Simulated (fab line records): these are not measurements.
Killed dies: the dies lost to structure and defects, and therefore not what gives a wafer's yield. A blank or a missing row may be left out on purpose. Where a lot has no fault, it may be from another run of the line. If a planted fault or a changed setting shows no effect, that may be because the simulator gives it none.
8D (eight disciplines) problem report, filled in by code || flow ritCmos || the parts of the form that need people (team, actions taken, sign-off) are left out

== 1. THE ISSUE ==
Wafers free of any fault read 3100 (standard deviation 19) for NSD_TW at RIT_NSD_TW_MEAS_10, against a mean of 3325 on 6 wafers of 2 lots. That is +12 standard deviations from the usual mean.
Seen first at day 5 13:23 on filmMetro-01, wafer L581.3. At this step, 36 wafers from 12 lots have a number in the record. The rule behind "out" and "out of limits": a value lying over 4 standard deviations away from the usual mean. The other wafers with a number count as sound.

== 2. WHAT IT IS, WHAT IT ISN'T ==
{"question": "which readings at this step", "is": "NSD_TW", "is not": "-"}
{"question": "which lots", "is": "L581, L584", "is not": "L571, L572, L573, L575, L576, L583, L585, L586, L592, L593"}
{"question": "which wafers of those lots", "is": "all that have a number", "is not": "-"}
{"question": "read on which gauges", "is": "filmMetro-01, filmMetro-04", "is not": "filmMetro-03"}
{"question": "when", "is": "from day 5 13:23", "is not": "up to then (15 sound wafers); but 15 sound wafers of L583, L585, L586, L592, L593 came after"}

== 3. SUSPECTS, AND WHAT RULES EACH OUT ==
Counting: a tool at any process step up to the reading remains a suspect when it ran all the lots that are out and ran no sound lot after the first of those.
- the gauge at RIT_NSD_TW_MEAS_10 has been ruled out. The wafers that are out were read on 2 gauges (filmMetro-01, filmMetro-04).
- implanter-01 at RIT_NSD_IMPLANT_08: kept. Every lot that is out went through it, starting with L581 (day 5 13:06), and after that it ran no sound lot; the last sound lot it ran before then is L575 (day 4 08:47). Its own beamOnS, faradayCurrentUA readings are out on those wafers.
Remaining after the count: implanter-01 at RIT_NSD_IMPLANT_08.

== 4. THE CAUSE (what the simulator had put in) ==
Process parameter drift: implanter-01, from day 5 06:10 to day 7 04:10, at RIT_NSD_IMPLANT_08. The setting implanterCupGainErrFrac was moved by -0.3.
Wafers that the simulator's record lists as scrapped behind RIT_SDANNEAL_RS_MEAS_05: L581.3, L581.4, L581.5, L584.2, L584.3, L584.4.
Counting left only this tool.

== 5. THE CHAIN OF EFFECTS, in route order ==
Each row: a reading whose mean over the struck wafers that have a number lies more than 3 standard deviations from the usual. Readings are gone through only where the record gives a usual standard deviation; hours: the median, over the lots, of the time from a lot's start at the first step in this table giving one to that lot's start at this step; sigmas: the change measured in usual standard deviations.
{"hours": 0, "step": "RIT_NSD_IMPLANT_08", "reading": "beamOnS", "usual": "10.01 s", "on struck wafers": 14.29, "change": "+4.28", "sigmas": "+19"}
{"hours": 0, "step": "RIT_NSD_IMPLANT_08", "reading": "faradayCurrentUA", "usual": 3132, "on struck wafers": 2193, "change": -939, "sigmas": -14}
{"hours": 0, "step": "RIT_NSD_TW_MEAS_10", "reading": "NSD_TW", "usual": 3100, "on struck wafers": 3325, "change": "+225", "sigmas": "+12"}
{"hours": 8, "step": "RIT_SDANNEAL_RS_MEAS_05", "reading": "NSD_RS", "usual": "84.46 ohm/sq", "on struck wafers": 64.27, "change": -20.19, "sigmas": -72}
Process steps it contains:
- RIT_NSD_IMPLANT_08

== 6. HOW IT WOULD HAVE BEEN CAUGHT EARLIER ==
Counted from the fault's start at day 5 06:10, it took 7 hours until the first out-of-limits reading at a measuring or inspecting step in this record, taken at day 5 13:23.
Tool's own readings at RIT_NSD_IMPLANT_08, beamOnS, faradayCurrentUA: out on all struck wafers the step has rows for; an alarm limit on them would have tripped on the first.
Among the 2 lots that are out, L584 began RIT_NSD_IMPLANT_08 on implanter-01 after day 5 13:23. It would have been spared by a hold on the tool at that moment.
